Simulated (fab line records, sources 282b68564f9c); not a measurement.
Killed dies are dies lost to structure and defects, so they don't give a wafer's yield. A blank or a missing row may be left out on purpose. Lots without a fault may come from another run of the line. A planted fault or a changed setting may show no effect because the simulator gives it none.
A struck lot beside a sound one | flow rit_cmos | 43 steps out of a route of 202
Sound: wafers L421.2, L421.5, L421.6. Struck: wafers L429.1, L429.2, L429.3. The cause comes at the end.
At each step with rows: each side's tool, then ch and its chambers, then its first start. Under that, the readings that differ: sound wafers | struck wafers | difference of the means | sigmas: that difference in standard deviations of wafers without a fault.
alike: readings whose means differ by less than 2 such deviations, and words and numbers that are the same on both sides. not compared: withheld readings, readings that some wafer has no value for, bounds like >300 that may hide the same value, and numbers for which the record gives no deviation and whose values overlap.
The two part at a step that has a row with sigmas, a row that says differs or no value, or rows on one side only. Numbers that don't overlap but have no deviation are shown without sigmas and don't part them. A reading that every wafer of one side lacks parts them only if that side has two wafers or more.

first, 6 steps without rows for these wafers: RIT_PRETRO_HMDS_00 (prime time 60 s); RIT_PRETRO_COAT_01 (resist thk 1300 nm); RIT_PRETRO_SOFTBAKE_02 (time 60 s); RIT_PRETRO_EXPOSE_03 (exposes mask M5, target cd 43700 nm); RIT_PRETRO_PEB_04; RIT_PRETRO_DEVELOP_05 (develop time 68 s).
RIT_PRETRO_OVL_MEAS_06:
  sound on overlay-02, day 2 06:47; struck on overlay-01, day 4 01:07
  alike: PRETRO_OVL
then, 2 steps without rows for these wafers: RIT_PRETRO_HARDBAKE_07 (time 120 s); RIT_PRETRO_IMPLANT_08.
RIT_PRETRO_STRIP_09: strips in O2, time 180 s.
  sound on plasma_asher-04 ch 0,1, day 2 07:13; struck on plasma_asher-04 ch 0,1, day 4 01:33
  alike: drypump_motor_current_A
  not compared: rf_hours_counter_h
RIT_PRETRO_TW_MEAS_10:
  sound on film_metro-02, day 2 07:25; struck on film_metro-03, day 4 01:43
  alike: PRETRO_TW
then, 1 step without rows for these wafers: RIT_GATE_WET_ETCH_00 (etches SiO2 in BOE, target depth 56 nm, time 60 s).
RIT_GATE_CLEAN_01: cleans in SC1, time 600 s.
  sound on wet_bench-02 ch 0, day 2 07:36; struck on wet_bench-01 ch 3, day 4 01:49
then, 3 steps without rows for these wafers: RIT_GATE_CLEAN_02 (cleans in dHF, time 30 s); RIT_GATE_CLEAN_03 (cleans in SC2, time 600 s); RIT_GATE_CLEAN_04 (cleans in dHF, time 60 s).
RIT_FOX2_THK_MEAS_91:
  sound on film_metro-03, day 2 08:12; struck on film_metro-02, day 4 02:13
  reading                     | sound       | struck      | difference | sigmas
  FIELD_OXIDE_LEFT_2_THK (nm) | 252 258 249 | 263 269 266 | +13        | +2
then, 2 steps without rows for these wafers: RIT_GATE_OXIDATION_05 (target thk 3 nm, ox time 270 s); RIT_GATE_ANNEAL_06 (time 600 s).
RIT_GATE_THK_MEAS_07:
  sound on film_metro-03, day 2 11:12; struck on film_metro-02, day 4 05:46
  alike: GATE_OXIDE_THK
then, 1 step without rows for these wafers: RIT_GATE_CVD_08 (deposits poly-Si from SiH4, target thk 250 nm, time 2220 s).
RIT_GATE_THK_MEAS_09:
  sound on film_metro-02, day 2 12:53; struck on film_metro-03, day 4 07:26
  alike: GATE_POLY_THK
then, 6 steps without rows for these wafers: RIT_GATE_HMDS_10 (prime time 60 s); RIT_GATE_COAT_11 (resist thk 841 nm); RIT_GATE_SOFTBAKE_12 (time 60 s); RIT_GATE_EXPOSE_13 (exposes mask M6, target cd 150 nm); RIT_GATE_PEB_14; RIT_GATE_DEVELOP_15 (develop time 50 s).
RIT_GATE_CD_MEAS_16: target cd 150 nm.
  sound on cd_sem-02, day 2 13:55; struck on cd_sem-02, day 4 08:21
  alike: cd_nm
RIT_GATE_OVL_MEAS_17:
  sound on overlay-02, day 2 14:02; struck on overlay-01, day 4 08:28
  alike: GATE_OVL
then, 1 step without rows for these wafers: RIT_GATE_HARDBAKE_18 (time 60 s).
RIT_GATE_ETCH_19: etches poly-Si in SF6/CHF3/O2, stops on SiO2, time 165 s, target depth 312.5 nm.
  sound on rie_si-02 ch 0,3, day 2 14:13; struck on rie_si-02 ch 0,3, day 4 08:39
  alike: drypump_motor_current_A, oes_product_au, rf_fwd_power_W, throttle_valve_pct
  not compared: rf_hours_counter_h
RIT_GATE_STRIP_20: strips in O2, time 180 s.
  sound on plasma_asher-03 ch 0,1, day 2 14:19; struck on plasma_asher-02 ch 0,1, day 4 08:49
  alike: drypump_motor_current_A
  not compared: rf_hours_counter_h
RIT_GATE_CD_MEAS_90: target cd 150 nm.
  sound on cd_sem-01, day 2 14:31; struck on cd_sem-02, day 4 08:59
  alike: cd_nm
then, 4 steps without rows for these wafers: RIT_REOX_CLEAN_00 (cleans in SC1, time 610 s); RIT_REOX_CLEAN_01 (cleans in dHF, time 30 s); RIT_REOX_CLEAN_02 (cleans in SC2, time 600 s); RIT_REOX_OXIDATION_03 (target thk 25.2 nm, ox time 5580 s).
RIT_REOX_THK_MEAS_04:
  sound on film_metro-02, day 2 18:38; struck on film_metro-04, day 4 12:04
  alike: REOX_OXIDE_THK
then, 3 steps without rows for these wafers: RIT_NLDD_HMDS_00 (prime time 60 s); RIT_NLDD_COAT_01 (resist thk 1000 nm); RIT_NLDD_SOFTBAKE_02 (time 60 s).
RIT_M1_PROBE_99:
  sound on prober-01, day 3 11:19; struck on prober-01, day 5 05:39
  reading             | sound  | struck   | difference | sigmas
  killed_at_front_end | 5 4 10 | 26 18 26 | +17        | +6
  killed_dies         | 5 4 10 | 26 18 26 | +17        | +6
  killed_on_rim       | 2 1 3  | 10 7 10  | +7         | +5
  alike: killed_at_M0_to_M3, killed_open, killed_short

WHERE THEY PART
First at RIT_FOX2_THK_MEAS_91; last, within this record, at RIT_M1_PROBE_99.

WHY: what the simulator had put in
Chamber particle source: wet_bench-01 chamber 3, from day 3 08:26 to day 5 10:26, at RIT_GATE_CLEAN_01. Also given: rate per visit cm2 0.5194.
